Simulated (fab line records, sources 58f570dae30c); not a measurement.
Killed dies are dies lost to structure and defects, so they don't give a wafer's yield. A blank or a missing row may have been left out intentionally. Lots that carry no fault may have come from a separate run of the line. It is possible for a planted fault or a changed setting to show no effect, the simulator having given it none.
Matching of chambers -- flow berkeleyCmos170 -- UCB170_M3_ETCH_17 on rieDiel-04: 4 sister chambers
The step etches BARC in N2/H2. 16 wafers are shown with their chamber, then 8 later ones without.

## WAFERS WITH THEIR CHAMBER
wafer,chamber,drypumpMotorCurrentA (A),throttleValvePct (%),oesProductAu (a.u.)
L976.2,3,6.4,13.25,0.984
L976.3,1,6.1,13.32,0.974
L976.4,0,6.1,13.30,1.004
L979.1,1,6.1,13.34,0.973
L979.2,3,6.4,13.27,0.978
L979.5,3,6.5,13.26,0.979
L977.1,1,6.1,13.33,0.973
L977.2,2,5.8,13.22,0.983
L977.4,0,6.0,13.33,0.997
L981.4,0,6.0,13.33,1.007
L981.5,3,6.4,13.25,0.972
L981.6,0,6.0,13.32,1.013
L985.2,3,6.4,13.25,0.984
L985.3,0,6.0,13.32,1.013
L985.5,1,6.1,13.33,0.973
L984.1,2,5.8,13.19,1.013

SIGNATURES (means of the wafers above)
reading,chamber 0,chamber 1,chamber 2,chamber 3,scatter within a chamber
drypumpMotorCurrentA,6.020,6.100,5.800,6.420,0.0365
throttleValvePct,13.3200,13.3300,13.2050,13.2560,0.0114
oesProductAu,1.00680,0.97325,0.99800,0.97940,0.0078
Rule: for each reading, subtract the chamber's mean from the wafer's reading, divide by that reading's scatter and square the result; add these up over the readings and take the root, which gives the wafer's distance from the chamber. The wafer belongs to the nearest chamber; if the next one is less than 2 further off, it can't be placed. How the scatter is found: for the shown wafers, subtract from each reading the mean of its chamber, square and add these, divide the total by (wafers less chambers), then take the root.

## WAFERS WITHOUT THEIR CHAMBER
wafer,drypumpMotorCurrentA (A),throttleValvePct (%),oesProductAu (a.u.)
L984.3,6.0,13.32,1.016
L984.6,6.0,13.33,1.007
L987.1,6.1,13.33,0.984
L987.2,5.8,13.22,1.001
L987.5,6.0,13.30,1.014
L998.1,6.1,13.33,0.975
L998.2,6.4,13.26,0.973
L998.4,5.8,13.21,1.006

## WHICH CHAMBER EACH WENT THROUGH
wafer,from the rows above,in truth
L984.3,0,0
L984.6,0,0
L987.1,1,1
L987.2,2,2
L987.5,0,0
L998.1,1,1
L998.2,3,3
L998.4,2,2
Correctly placed: 8 of 8. Number that these rows cannot place: 0. Number placed wrongly: 0.
